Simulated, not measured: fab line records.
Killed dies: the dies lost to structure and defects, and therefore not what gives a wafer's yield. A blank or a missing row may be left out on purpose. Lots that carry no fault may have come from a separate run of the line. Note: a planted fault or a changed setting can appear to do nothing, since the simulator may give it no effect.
Which tool was responsible? | flow ritCmos | 14 lots with 42 wafers sampled at 2 steps, on a route of 202 steps

## WHAT EACH GAUGE READ, for each wafer
RIT_SPACER_THK_MEAS_04. Usual: for SPACER_NITRIDE_THK the level is 251.2 nm and the standard deviation is 2.4.
lot  | measured    | on           | SPACER_NITRIDE_THK (nm) | flag
L755 | day 3 03:14 | filmMetro-02 | 253.4 253.6 253.3       | 
L757 | day 3 09:30 | filmMetro-03 | 251.5 249.6 252.4       | 
L758 | day 3 13:20 | filmMetro-01 | 249.1 249.1 250.4       | 
L760 | day 4 02:01 | filmMetro-03 | 254.7 255.0 254.0       | 
L761 | day 4 11:19 | filmMetro-03 | 247.4 249.3 248.5       | 
L762 | day 4 15:10 | filmMetro-01 | 253.6 251.4 252.0       | 
L763 | day 4 15:11 | filmMetro-02 | 249.5 250.2 249.1       | 
L766 | day 5 11:05 | filmMetro-03 | 252.9 250.5 252.2       | 
L767 | day 5 13:55 | filmMetro-02 | 250.1 251.0 246.8       | 
L768 | day 5 21:38 | filmMetro-01 | 252.4 256.9 253.8       | 
L770 | day 6 03:15 | filmMetro-02 | 253.5 254.7 254.3       | 
L771 | day 6 08:20 | filmMetro-02 | 421.4 422.8 421.8       | OFF
L773 | day 6 23:47 | filmMetro-01 | 422.8 421.9 421.4       | OFF
L778 | day 7 21:24 | filmMetro-03 | 252.1 253.8 250.4       | 

## WHAT TOOL EACH LOT RAN ON (gives the tool, then ch and the chambers of the sampled wafers, and finally the start)
lot  | RIT_SPACER_CVD_03
L755 | lpcvd-01 ch 1, day 3 00:22
L757 | lpcvd-01 ch 1, day 3 07:35
L758 | lpcvd-01 ch 1, day 3 11:23
L760 | lpcvd-01 ch 1, day 4 00:06
L761 | lpcvd-02 ch 1, day 4 09:23
L762 | lpcvd-01 ch 0, day 4 13:15
L763 | lpcvd-01 ch 1, day 4 13:15
L766 | lpcvd-01 ch 1, day 5 08:11
L767 | lpcvd-02 ch 0, day 5 11:59
L768 | lpcvd-01 ch 1, day 5 19:43
L770 | lpcvd-02 ch 0, day 6 01:20
L771 | lpcvd-01 ch 0, day 6 06:25
L773 | lpcvd-01 ch 0, day 6 21:51
L778 | lpcvd-02 ch 1, day 7 19:29
- RIT_SPACER_CVD_03: deposits Si3N4 from SiH2Cl2/NH3, target thk 250 nm, time 3300 s.

## AS READ BY THE TOOLS THEMSELVES (means over the sampled wafers that have a number; for cases with no such wafer, the mark the record gives instead)
RIT_SPACER_CVD_03. Usual: sih2cl2FlowSccm is 60.01 sccm with standard deviation 0.18, spikeTcCentreC is 811.3 C with standard deviation 1.1, spikeTcLoadC is 836.8 C with standard deviation 2.2, spikeTcSourceC is 833.0 C with standard deviation 2.2, susceptorTempC is 810.0 C with standard deviation 0.36, zonePowerLoadPct is 22.7 % with standard deviation 0.45, and zonePowerSourcePct is 20.6 % with standard deviation 1.3.
lot  | tool     | sih2cl2FlowSccm (sccm) | spikeTcCentreC (C) | spikeTcLoadC (C) | spikeTcSourceC (C) | susceptorTempC (C) | zonePowerLoadPct (%) | zonePowerSourcePct (%) | flag
L755 | lpcvd-01 | 60.17                  | 811.8              | 837.9            | 834.3              | 810.2              | 23.0                 | 19.4                   | 
L757 | lpcvd-01 | 59.80                  | 811.5              | 838.5            | 833.3              | 809.9              | 23.1                 | 19.5                   | 
L758 | lpcvd-01 | 60.18                  | 812.0              | 839.6            | 833.0              | 810.3              | 23.0                 | 19.7                   | 
L760 | lpcvd-01 | 60.07                  | 811.8              | 838.8            | 833.9              | 810.0              | 22.9                 | 19.4                   | 
L761 | lpcvd-02 | 59.95                  | 809.9              | 833.4            | 831.1              | 809.6              | 23.2                 | 23.0                   | 
L762 | lpcvd-01 | 59.93                  | 811.1              | 836.7            | 830.6              | 810.0              | 22.2                 | 22.0                   | 
L763 | lpcvd-01 | 60.31                  | 812.2              | 838.5            | 834.5              | 810.3              | 23.0                 | 19.7                   | 
L766 | lpcvd-01 | 60.05                  | 812.4              | 837.9            | 833.4              | 810.1              | 23.1                 | 19.6                   | 
L767 | lpcvd-02 | 60.30                  | 810.9              | 835.2            | 835.5              | 809.9              | 22.4                 | 19.8                   | 
L768 | lpcvd-01 | 60.03                  | 811.6              | 838.7            | 833.7              | 810.3              | 23.0                 | 19.6                   | 
L770 | lpcvd-02 | 60.14                  | 811.4              | 835.1            | 835.9              | 809.7              | 22.5                 | 19.8                   | 
L771 | lpcvd-01 | 59.96                  | 931.5              | 960.1            | 952.4              | 930.1              | 30.4                 | 30.3                   | OFF
L773 | lpcvd-01 | 60.14                  | 930.7              | 958.9            | 951.6              | 931.1              | 30.4                 | 30.1                   | OFF
L778 | lpcvd-02 | 59.88                  | 809.5              | 833.2            | 831.1              | 809.6              | 23.3                 | 23.3                   | 

## THE ANSWER, worked out from the rows above alone
Rule: lot off if the mean of its wafers having a number is beyond 3 standard deviations from the usual mean. A lot without any number at a reading at which 4 lots or more have one is off too. All remaining lots with rows at the step are treated as sound. The gauges are gone through in route order, then the tools' own readings, and for those a lot's mean is taken as printed above. At the first step where some lot is off, the reading lying furthest off is the one used; lots without a number count as furthest.
Off: L771, L773, seen at RIT_SPACER_THK_MEAS_04 (SPACER_NITRIDE_THK).
A tool fits if, at a process step before that reading, it ran every lot that is off, and no sound lot after the first of them. The gauges at RIT_SPACER_THK_MEAS_04 aren't tried: what is off there is off at RIT_SPACER_CVD_03 too, on other tools, and a gauge's error can't cause that. One fits: lpcvd-01 at RIT_SPACER_CVD_03. A fault onset in the window from L768 (day 5 19:43, its last sound lot) to L771 (day 6 06:25, its first lot off) fits.
The tool's own readings at RIT_SPACER_CVD_03 bear it out: on the lots that are off they differ by more than 5 times the standard deviation of the sound lots' means. spikeTcCentreC reads 931.1 C there against 811.3 C on the sound lots; spikeTcLoadC reads 959.5 C there against 837.0 C on the sound lots; spikeTcSourceC reads 952.0 C there against 833.4 C on the sound lots; susceptorTempC reads 930.6 C there against 810.0 C on the sound lots; zonePowerLoadPct reads 30.4 % there against 22.9 % on the sound lots; zonePowerSourcePct reads 30.2 % there against 20.4 % on the sound lots.

## WHAT THE SIMULATOR HAD INSERTED
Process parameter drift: lpcvd-01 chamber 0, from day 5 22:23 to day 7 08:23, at RIT_SPACER_CVD_03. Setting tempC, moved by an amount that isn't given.
Lots struck among those shown: L771, L773. Same finding as the rule above.
